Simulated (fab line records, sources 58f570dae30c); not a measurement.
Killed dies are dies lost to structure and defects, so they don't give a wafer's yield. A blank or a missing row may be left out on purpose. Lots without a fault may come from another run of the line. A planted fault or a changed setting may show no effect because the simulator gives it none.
Which tool did it? | flow berkeley_cmos170 | 8 lots, 24 wafers sampled, at 3 steps of a route of 331

WHAT THE GAUGES READ, wafer by wafer
UCB170_PSD_OVL_MEAS_07.
lot  | measured     | on         | PSD_OVL (nm)
L407 | day 7 12:52  | overlay-01 | -12 -8 -12
L408 | day 8 10:13  | overlay-02 | 1 2 1
L410 | day 8 10:01  | overlay-01 | -9 -4 -1
L412 | day 8 21:07  | overlay-02 | 6 2 8
L417 | day 10 00:24 | overlay-01 | -3 2 -2
L420 | day 10 00:26 | overlay-02 | 185 186 187
L421 | day 10 22:44 | overlay-01 | 180 176 176
L427 | day 11 19:10 | overlay-02 | -2 -5 -4

WHICH TOOL RAN EACH LOT (tool, then ch and the chambers of the sampled wafers, then the start)
lot  | UCB170_PLDD_STRIP_10                 | UCB170_PSD_EXPOSE_03
L407 | plasma_asher-02 ch 0,1, day 7 05:32  | krf_scanner-02 ch 0, day 7 12:20
L408 | plasma_asher-03 ch 0,1, day 8 00:58  | krf_scanner-01 ch 0, day 8 09:35
L410 | plasma_asher-02 ch 0,1, day 8 00:14  | krf_scanner-02 ch 0, day 8 09:22
L412 | plasma_asher-03 ch 1, day 8 11:38    | krf_scanner-01 ch 0, day 8 19:57
L417 | plasma_asher-02 ch 0,1, day 9 14:16  | krf_scanner-02 ch 0, day 9 22:47
L420 | plasma_asher-04 ch 0,1, day 9 11:37  | krf_scanner-01 ch 0, day 9 23:04
L421 | plasma_asher-04 ch 0,1, day 10 13:22 | krf_scanner-01 ch 0, day 10 22:04
L427 | plasma_asher-02 ch 0, day 11 08:59   | krf_scanner-02 ch 0, day 11 18:40
- UCB170_PLDD_STRIP_10: strips in O2.
- UCB170_PSD_EXPOSE_03: exposes mask PSELECT MOD, target cd 1200 nm.

THE ANSWER, worked out from the rows above alone
Rule: what is usual is taken from the lots themselves. Put in order of their means at a reading, lots are off if they are a third of the lots or fewer, leave a main group of 4 or more, and stand apart from it by a gap of 3 or more times the standard deviation of the main group's means; of several such gaps the widest counts. A main group whose means are all the same, to the digits that the tables above print for the reading, isn't used. A lot without any number at a reading at which 4 lots or more have one is off too. The other lots that the step has rows for count as sound.
Off: L420, L421, at UCB170_PSD_OVL_MEAS_07 (PSD_OVL). The main group: mean -2 nm, standard deviation 5.
A tool fits if, at a process step before that reading, it ran every lot that is off, and no sound lot after the first of them. The gauges at UCB170_PSD_OVL_MEAS_07 are tried like those tools. Can't be told from this: 2 tools fit, plasma_asher-04 at UCB170_PLDD_STRIP_10, krf_scanner-01 at UCB170_PSD_EXPOSE_03.

WHAT THE SIMULATOR HAD PUT IN
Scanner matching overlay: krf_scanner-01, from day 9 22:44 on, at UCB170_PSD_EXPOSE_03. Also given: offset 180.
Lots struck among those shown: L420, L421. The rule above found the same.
